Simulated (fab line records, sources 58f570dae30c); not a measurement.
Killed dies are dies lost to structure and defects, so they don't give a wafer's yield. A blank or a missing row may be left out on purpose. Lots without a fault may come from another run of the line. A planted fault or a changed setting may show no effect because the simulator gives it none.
Problem report in the 8D (eight disciplines) form, filled by code | flow berkeley_cmos170 | the parts of the form that need people (team, actions taken, sign-off) are left out

1. THE PROBLEM
spin_speed_rpm at UCB170_V1_COAT_07 reads a mean of 1336.7 rpm on 6 wafers of 2 lots; wafers without a fault read 1499.8 rpm with a standard deviation of 0.9. That is -99 or more standard deviations from the usual mean.
The step: resist thk 900 nm.
First seen on wafer L757.3, day 11 04:56, on litho_track-03. The record holds 42 wafers of 14 lots with a number at this step. Rule for "out", or "out of limits": more than 4 standard deviations from the usual mean. The other wafers with a number count as sound.

2. WHAT IT IS AND WHAT IT IS NOT
question                    | is                     | is not
which readings at this step | spin_speed_rpm         | -
which lots                  | L757, L759             | L737, L738, L740, L741, L742, L743, L745, L747, L749, L750, L751, L760
which wafers of those lots  | all that have a number | -
read on which tools         | litho_track-03         | litho_track-01, litho_track-02
when                        | from day 11 04:56      | up to then (33 sound wafers); but 3 sound wafers of L760 came after

3. SUSPECTS, AND WHAT RULES EACH OUT
Counting: a tool at a process step up to the reading stays a suspect if it ran every lot that is out and no sound lot after the first of them.
- litho_track-03 at UCB170_V1_COAT_07 (resist thk 900 nm): kept. It ran every lot that is out, first L757 (day 11 04:56), and no sound lot after that; its last sound lot up to then is L749 (day 10 05:29). Its own readings are out on those wafers: spin_speed_rpm.
Left after counting: litho_track-03 at UCB170_V1_COAT_07.

4. THE CAUSE (what the simulator had put in)
Process parameter drift: litho_track-03, from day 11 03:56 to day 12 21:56, at UCB170_V1_COAT_07. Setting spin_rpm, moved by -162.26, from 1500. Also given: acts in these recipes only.
Counting left only this tool.

5. THE CHAIN OF EFFECTS, in route order
Each row: a reading whose mean over the struck wafers that have a number lies more than 3 standard deviations from the usual. Only readings for which the record gives a usual standard deviation are gone through. hours: the time from each lot's start at the first step in this table that gives one to its start at this step, as a median over the lots. sigmas: the change in usual standard deviations.
hours | step               | reading                  | usual      | on struck wafers | change | sigmas
0     | UCB170_V1_COAT_07  | spin_speed_rpm           | 1499.8 rpm | 1336.7           | -163.1 | -99 or more
1     | UCB170_V1_STRIP_15 | strip_time_to_endpoint_s | 15.32 s    | 16.64            | +1.32  | +9.5
The process steps in it:
- UCB170_V1_COAT_07: resist thk 900 nm.
- UCB170_V1_STRIP_15: strips in O2.

6. WHAT WOULD HAVE CAUGHT IT SOONER
In this record the first reading out of limits was taken at day 11 04:56, 1 hour after the fault began at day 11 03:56.
